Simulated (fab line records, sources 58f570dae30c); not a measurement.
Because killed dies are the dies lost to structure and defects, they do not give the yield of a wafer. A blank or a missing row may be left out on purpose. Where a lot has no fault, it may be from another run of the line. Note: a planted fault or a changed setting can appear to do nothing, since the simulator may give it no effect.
Which tool is to blame? :: flow berkeley_cmos170 :: 42 wafers from 14 lots sampled at 2 of the route's 331 steps

## WHAT THE GAUGES SHOWED, per wafer
UCB170_M2_RS_MEAS_02: uses a four-point probe to measure.
lot: L171
measured: day 7 18:53
on: film_metro-04
M2_AL_RS (ohm/sq): 0.0325 0.0325 0.0326

lot: L173
measured: day 8 15:21
on: film_metro-04
M2_AL_RS (ohm/sq): 0.0319 0.0319 0.0318

lot: L174
measured: day 8 16:29
on: film_metro-04
M2_AL_RS (ohm/sq): 0.0323 0.0329 0.0326

lot: L180
measured: day 10 12:41
on: film_metro-03
M2_AL_RS (ohm/sq): 0.0327 0.0324 0.0324

lot: L179
measured: day 10 13:41
on: film_metro-01
M2_AL_RS (ohm/sq): 0.0324 0.0321 0.0323

lot: L181
measured: day 10 13:57
on: film_metro-03
M2_AL_RS (ohm/sq): 0.0325 0.0323 0.0321

lot: L184
measured: day 11 02:40
on: film_metro-03
M2_AL_RS (ohm/sq): 0.0324 0.0326 0.0323

lot: L185
measured: day 11 06:36
on: film_metro-04
M2_AL_RS (ohm/sq): 0.0325 0.0325 0.0323

lot: L187
measured: day 11 10:01
on: film_metro-01
M2_AL_RS (ohm/sq): 0.0317 0.0318 0.0316

lot: L188
measured: day 11 20:33
on: film_metro-01
M2_AL_RS (ohm/sq): 0.0329 0.0327 0.0327

lot: L190
measured: day 11 23:05
on: film_metro-03
M2_AL_RS (ohm/sq): 0.0331 0.0330 0.0330

lot: L191
measured: day 12 05:20
on: film_metro-03
M2_AL_RS (ohm/sq): 0.0318 0.0319 0.0318

lot: L194
measured: day 12 23:05
on: film_metro-01
M2_AL_RS (ohm/sq): 0.0326 0.0326 0.0325

lot: L193
measured: day 13 02:05
on: film_metro-03
M2_AL_RS (ohm/sq): 0.0328 0.0328 0.0328

## WHICH TOOL RAN EACH LOT (tool, then ch and the chambers of the sampled wafers, then the start)
lot: L171
UCB170_CONTACT_COAT_09: litho_track-02 ch 0, day 7 09:22

lot: L173
UCB170_CONTACT_COAT_09: litho_track-01 ch 0, day 8 07:06

lot: L174
UCB170_CONTACT_COAT_09: litho_track-02 ch 0, day 8 08:54

lot: L180
UCB170_CONTACT_COAT_09: litho_track-02 ch 0, day 10 04:55

lot: L179
UCB170_CONTACT_COAT_09: litho_track-02 ch 0, day 10 05:22

lot: L181
UCB170_CONTACT_COAT_09: litho_track-03 ch 0, day 10 05:33

lot: L184
UCB170_CONTACT_COAT_09: litho_track-01 ch 0, day 10 16:58

lot: L185
UCB170_CONTACT_COAT_09: litho_track-03 ch 0, day 10 19:41

lot: L187
UCB170_CONTACT_COAT_09: litho_track-01 ch 0, day 10 23:35

lot: L188
UCB170_CONTACT_COAT_09: litho_track-03 ch 0, day 11 12:48

lot: L190
UCB170_CONTACT_COAT_09: litho_track-03 ch 0, day 11 14:13

lot: L191
UCB170_CONTACT_COAT_09: litho_track-03 ch 0, day 11 21:32

lot: L194
UCB170_CONTACT_COAT_09: litho_track-02 ch 0, day 12 15:37

lot: L193
UCB170_CONTACT_COAT_09: litho_track-02 ch 0, day 12 17:27
- UCB170_CONTACT_COAT_09

## AS READ BY THE TOOLS THEMSELVES (means over the sampled wafers that have a number; for cases with no such wafer, the mark the record gives instead)
UCB170_CONTACT_COAT_09.
lot: L171
tool: litho_track-02
spin_speed_rpm (rpm): 3000.1

lot: L173
tool: litho_track-01
spin_speed_rpm (rpm): 3000.8

lot: L174
tool: litho_track-02
spin_speed_rpm (rpm): 3002.8

lot: L180
tool: litho_track-02
spin_speed_rpm (rpm): 2608.6

lot: L179
tool: litho_track-02
spin_speed_rpm (rpm): 2607.5

lot: L181
tool: litho_track-03
spin_speed_rpm (rpm): 3000.0

lot: L184
tool: litho_track-01
spin_speed_rpm (rpm): 2999.9

lot: L185
tool: litho_track-03
spin_speed_rpm (rpm): 3000.7

lot: L187
tool: litho_track-01
spin_speed_rpm (rpm): 2999.4

lot: L188
tool: litho_track-03
spin_speed_rpm (rpm): 2999.8

lot: L190
tool: litho_track-03
spin_speed_rpm (rpm): 2997.7

lot: L191
tool: litho_track-03
spin_speed_rpm (rpm): 3001.1

lot: L194
tool: litho_track-02
spin_speed_rpm (rpm): 2998.3

lot: L193
tool: litho_track-02
spin_speed_rpm (rpm): 2999.1

## THE ANSWER, worked out from the rows above alone
Rule: what is usual is taken from the lots themselves. The widest of any qualifying gaps counts: lots, ordered by their means at a reading, are off when they make up no more than a third of the lots, leave a main group of 4 or more, and stand apart from it by 3 or more times the standard deviation of that group's means. If all means in a main group match to the digits the tables above print for the reading, that group is not used. A lot without any number at a reading at which 4 lots or more have one is off too. Any other lot the step has rows for is counted as sound. After the gauges, taken in route order, come the tools' own readings; for these a lot's mean is taken, as printed above. At the first step where some lot is off, the reading lying furthest off is the one used; lots without a number count as furthest.
Off, at UCB170_CONTACT_COAT_09 on spin_speed_rpm: L180, L179. For the main group the mean is 3000.0 rpm and the standard deviation 1.3.
A tool fits if, at that step or a process step before it, it ran every lot that is off, and no sound lot after the first of them. Of those tried, none fits.

## WHAT HAD BEEN PUT IN BY THE SIMULATOR
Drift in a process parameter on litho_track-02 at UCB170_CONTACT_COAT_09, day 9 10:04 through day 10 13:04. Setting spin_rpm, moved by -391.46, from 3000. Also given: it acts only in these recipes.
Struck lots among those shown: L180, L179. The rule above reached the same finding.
